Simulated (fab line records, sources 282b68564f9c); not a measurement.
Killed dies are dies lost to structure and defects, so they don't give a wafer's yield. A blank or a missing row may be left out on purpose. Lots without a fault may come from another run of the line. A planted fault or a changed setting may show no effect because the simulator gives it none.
fab line records | flow rit_cmos
record lots=13 wafers=39 last_day=7
route steps=202 shown ACTIVE@9 M1@202
lots that met no fault: from a run of the same line without faults
start_h: hours from the record's first day to the start of the lot's first wafer shown | wait_h: hours since the lot's step before | " the same as in the row above | L1.1+2: a row that stands for several wafers | - no value, or no start given | * or withheld: withheld | < > ~ a bound
route shown NAME@n: a module of which the file shows steps, and the number in the route of the first | usual: mean/standard deviation of fault-free wafers | same: alike in all rows | chamber/n: place in a boat | sites: the reading at each site | _std_site: their standard deviation | _edge_site: outer sites' mean less inner sites' | radius_mm: how far each site lies from the wafer's centre | mask NAME#n: copy n | behind: the tool/chamber that last shaped the wafer | hold: why the lot was held/for how many hours/how that ended | device: the transistor (n, p or np) that didn't switch | end of line: the same wafers' tests at the end of the route | a step without rows: its recipe alone | killed: dies lost to structure and defects at the first sort, not the wafer's yield | map: a wafer's dies, x killed, . not, _ none there
set.NAME: the setting as run; set.NAME@STEP: as run at that earlier step | model.NAME: the simulator's own value behind a step, which no gauge read
steps of the route over a sample of lots; a table a step, a row a wafer
services: from which hour (start_h, from the record's first day; less than 0 if before it) a tool's chamber was out of use, for how many hours, and why
## steps
# step RIT_ACTIVE_EXPOSE_08
# recipe mask_id=M1 na=0.6 source_shape=conventional sigma_outer=0.6 target_cd_nm=1400 dose_mj=225
# usual exposure_dose_mJ_cm2=225.01/0.21
# columns lot.wafer tool chamber start_h wait_h mask exposure_dose_mJ_cm2
L294.4 iline_stepper-01 0 14.10 0.1 M1#0 224.88
L294.5 " 0 " " M1#0 224.96
L294.6 " 0 " " M1#0 224.97
L295.2 iline_stepper-02 0 19.18 0.2 M1#0 224.76
L295.3 " 0 " " M1#0 224.65
L295.5 " 0 " " M1#0 225.04
L297.1 iline_stepper-01 0 29.04 0.1 M1#0 224.83
L297.2 " 0 " " M1#0 225.04
L297.6 " 0 " " M1#0 225.00
L299.1 iline_stepper-01 0 39.16 0.2 M1#0 225.19
L299.4 " 0 " " M1#0 225.17
L299.6 " 0 " " M1#0 224.82
L300.1 iline_stepper-02 0 44.17 0.3 M1#0 225.11
L300.2 " 0 " " M1#0 224.93
L300.5 " 0 " " M1#0 225.04
L301.1 iline_stepper-01 0 49.16 0.2 M1#0 224.84
L301.3 " 0 " " M1#0 224.52
L301.5 " 0 " " M1#0 224.81
L302.4 iline_stepper-02 0 54.22 0.2 M1#0 224.69
L302.5 " 0 " " M1#0 224.71
L302.6 " 0 " " M1#0 224.76
L304.4 iline_stepper-01 0 65.02 0.2 M1#0 225.43
L304.5 " 0 " " M1#0 225.12
L304.6 " 0 " " M1#0 225.13
L305.1 iline_stepper-02 0 69.37 0.2 M1#0 220.28
L305.2 " 0 " " M1#0 220.01
L305.6 " 0 " " M1#0 220.20
L306.3 iline_stepper-01 0 74.27 0.2 M1#0 225.09
L306.4 " 0 " " M1#0 225.11
L306.5 " 0 " " M1#0 225.02
L312.1 iline_stepper-01 0 105.20 0.2 M1#0 225.15
L312.4 " 0 " " M1#0 224.87
L312.5 " 0 " " M1#0 224.97
L314.1 iline_stepper-01 0 115.14 0.2 M1#0 225.19
L314.3 " 0 " " M1#0 225.17
L314.5 " 0 " " M1#0 225.33
L317.3 iline_stepper-01 0 129.20 0.2 M1#0 224.99
L317.4 " 0 " " M1#0 224.75
L317.5 " 0 " " M1#0 225.29
# step RIT_ACTIVE_CD_MEAS_11
# recipe target_cd_nm=1400
# usual cd_nm=1399.9/2.2
# columns lot.wafer tool chamber start_h wait_h cd_nm
L294.4 cd_sem-01 - 14.55 - 1400.4
L294.5 " - " " 1400.4
L294.6 " - " " 1399.1
L295.2 cd_sem-02 - 19.58 - 1395.2
L295.3 " - " " 1396.0
L295.5 " - " " 1397.9
L297.1 cd_sem-02 - 29.44 - 1403.2
L297.2 " - " " 1404.1
L297.6 " - " " 1404.3
L299.1 cd_sem-02 - 39.56 - 1400.4
L299.4 " - " " 1401.0
L299.6 " - " " 1399.8
L300.1 cd_sem-02 - 44.57 - 1399.9
L300.2 " - " " 1398.5
L300.5 " - " " 1399.8
L301.1 cd_sem-02 - 49.56 - 1398.0
L301.3 " - " " 1398.3
L301.5 " - " " 1399.5
L302.4 cd_sem-01 - 54.62 - 1399.9
L302.5 " - " " 1397.7
L302.6 " - " " 1399.0
L304.4 cd_sem-02 - 65.42 - 1400.3
L304.5 " - " " 1399.6
L304.6 " - " " 1401.6
L305.1 cd_sem-02 - 69.77 - 1381.7
L305.2 " - " " 1389.6
L305.6 " - " " 1357.4
L306.3 cd_sem-01 - 74.67 - 1401.2
L306.4 " - " " 1402.0
L306.5 " - " " 1403.0
L312.1 cd_sem-02 - 105.60 - 1395.6
L312.4 " - " " 1397.3
L312.5 " - " " 1397.3
L314.1 cd_sem-02 - 115.54 - 1397.3
L314.3 " - " " 1398.6
L314.5 " - " " 1399.6
L317.3 cd_sem-02 - 129.60 - 1397.1
L317.4 " - " " 1397.1
L317.5 " - " " 1396.1
# step RIT_M1_PROBE_99
# usual killed_at_contacts=0.1/0.24 killed_at_front_end=6.6/2.7 killed_dies=6.6/2.7 killed_open=3.3/1.8 killed_short=3.4/1.9
# same gross_dies=264 killed_at_M0_to_M3=0 killed_at_M4_up=0 killed_at_back_side=0 killed_at_other=0
# columns lot.wafer tool chamber start_h wait_h killed_at_contacts killed_at_front_end killed_dies killed_open killed_short
L294.4 prober-01 - 57.69 0.2 0 9 9 3 6
L294.5 prober-01 - 57.74 0.2 0 8 8 3 5
L294.6 prober-01 - 57.79 0.2 0 9 9 3 6
L295.2 prober-02 - 61.73 0.1 0 6 6 5 1
L295.3 prober-02 - 61.78 0.2 0 9 9 5 4
L295.5 prober-02 - 61.88 0.2 0 6 6 4 2
L297.1 prober-02 - 71.59 0.1 0 9 9 5 4
L297.2 prober-02 - 71.64 0.1 0 6 6 2 4
L297.6 prober-02 - 71.84 0.2 0 3 3 0 3
L302.4 prober-01 - 99.24 0.2 0 9 9 7 2
L302.5 prober-01 - 99.29 0.2 1 4 5 4 1
L302.6 prober-01 - 99.34 0.2 0 10 10 3 7
L312.1 prober-01 - 155.42 0.1 0 9 9 7 2
L312.4 prober-01 - 155.57 0.2 1 11 12 4 8
L312.5 prober-01 - 155.62 0.2 0 4 4 2 2
L314.1 prober-01 - 164.18 0.1 0 7 7 4 3
L314.3 prober-01 - 164.28 0.2 0 5 5 2 3
L314.5 prober-01 - 164.38 0.2 0 6 6 3 3
L317.3 prober-02 - 173.63 0.2 0 7 7 1 6
L317.4 prober-02 - 173.68 0.2 0 9 9 4 5
L317.5 prober-02 - 173.73 0.2 1 4 5 5 0
# killed by level:class
L294.4 SPACER:geometric_particle:short=3 SILICIDE:geometric_particle:open=2 SILICIDE:geometric_particle:short=2 GATE:geometric_particle:short=1 REOX:geometric_particle:open=1
L294.5 REOX:geometric_particle:short=2 FOX1:geometric_particle:short=1 FOX1:geometric_particle:open=1 FOX2:geometric_particle:open=1 GATE:geometric_particle:open=1 SPACER:geometric_particle:short=1 SILICIDE:geometric_particle:short=1
L294.6 GATE:geometric_particle:short=2 REOX:geometric_particle:short=2 FOX1:geometric_particle:open=1 FOX2:geometric_particle:short=1 GATE:geometric_particle:open=1 SPACER:geometric_particle:open=1 SILICIDE:geometric_particle:short=1
L295.2 SPACER:geometric_particle:open=4 GATE:geometric_particle:open=1 SPACER:geometric_particle:short=1
L295.3 FOX2:geometric_particle:short=2 FOX2:geometric_particle:open=2 REOX:geometric_particle:open=1 FOX1:geometric_particle:open=1 SPACER:geometric_particle:open=1 SPACER:geometric_particle:short=1 SILICIDE:geometric_particle:short=1
L295.5 SILICIDE:geometric_particle:open=2 FOX1:geometric_particle:open=1 FOX2:geometric_particle:open=1 REOX:geometric_particle:short=1 SILICIDE:geometric_particle:short=1
L297.1 FOX1:geometric_particle:open=2 GATE:geometric_particle:short=2 SILICIDE:geometric_particle:open=2 REOX:geometric_particle:open=1 REOX:geometric_particle:short=1 SPACER:geometric_particle:short=1
L297.2 SPACER:geometric_particle:short=3 FOX1:geometric_particle:open=1 GATE:geometric_particle:short=1 GATE:geometric_particle:open=1
L297.6 GATE:geometric_particle:short=3
L302.4 GATE:geometric_particle:open=2 SILICIDE:geometric_particle:open=2 FOX1:geometric_particle:short=1 FOX1:geometric_particle:open=1 FOX2:geometric_particle:open=1 GATE:geometric_particle:short=1 SPACER:geometric_particle:open=1
L302.5 FOX2:geometric_particle:open=1 GATE:geometric_particle:open=1 SPACER:geometric_particle:short=1 SPACER:geometric_particle:open=1 CONTACT:geometric_particle:open=1
L302.6 GATE:geometric_particle:short=3 FOX1:geometric_particle:short=2 GATE:geometric_particle:open=2 FOX2:geometric_particle:open=1 FOX2:geometric_particle:short=1 REOX:geometric_particle:short=1
L312.1 GATE:geometric_particle:open=3 SILICIDE:geometric_particle:open=2 FOX2:geometric_particle:open=1 GATE:geometric_particle:short=1 REOX:geometric_particle:open=1 SILICIDE:geometric_particle:short=1
L312.4 GATE:geometric_particle:short=4 FOX1:geometric_particle:short=3 FOX2:geometric_particle:open=2 GATE:geometric_particle:open=1 SILICIDE:geometric_particle:short=1 CONTACT:geometric_particle:open=1
L312.5 FOX1:geometric_particle:short=1 FOX1:geometric_particle:open=1 FOX2:geometric_particle:open=1 GATE:geometric_particle:short=1
L314.1 FOX1:geometric_particle:open=2 FOX1:geometric_particle:short=1 GATE:geometric_particle:short=1 GATE:geometric_particle:open=1 REOX:geometric_particle:open=1 SPACER:geometric_particle:short=1
L314.3 FOX1:geometric_particle:short=1 GATE:geometric_particle:short=1 REOX:geometric_particle:open=1 SPACER:geometric_particle:short=1 SILICIDE:geometric_particle:open=1
L314.5 GATE:geometric_particle:short=3 GATE:geometric_particle:open=2 SILICIDE:geometric_particle:open=1
L317.3 GATE:geometric_particle:short=3 FOX1:geometric_particle:short=2 FOX2:geometric_particle:short=1 REOX:geometric_particle:open=1
L317.4 GATE:geometric_particle:short=4 GATE:geometric_particle:open=2 FOX1:geometric_particle:open=1 FOX2:geometric_particle:open=1 SPACER:geometric_particle:short=1
L317.5 GATE:geometric_particle:open=2 SPACER:geometric_particle:open=2 CONTACT:geometric_particle:open=1
## services
# columns tool chamber start_h hours kind
iline_stepper-02 - 16.91 0.6 repair
iline_stepper-02 - 78.97 5.7 repair
iline_stepper-01 - 90.59 1.7 pm
## key
first_sign step=RIT_ACTIVE_EXPOSE_08 reading=exposure_dose_mJ_cm2 direction=down sigmas=23 usual=225.01 struck=220.16
effect step=RIT_ACTIVE_CD_MEAS_11 reading=cd_nm direction=down sigmas=11 usual=1399.9 struck=1376.2 through=control_loop
met_at RIT_ACTIVE_EXPOSE_08
struck_lots L305
tester_left_out L305
loop_trim step=RIT_ACTIVE_EXPOSE_08 setting=dose lots=L305
onset_between 54.22 69.37
fault kind=process_parameter_drift tool=iline_stepper-02 chamber=- onset_h=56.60 steps=RIT_ACTIVE_EXPOSE_08 channel=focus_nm offset=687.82 spread_by_wafer=0.3 shape=step end_h=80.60
# tester_left_out: of these lots the tester's yield and bins aren't shown, on N5 and GAA mostly nor the transistor test; their killed dies are dies lost to structure and defects alone, not to doping, threshold or leakage, so they don't give the yield
# loop_trim: a control loop set the setting to another value than it would have without faults
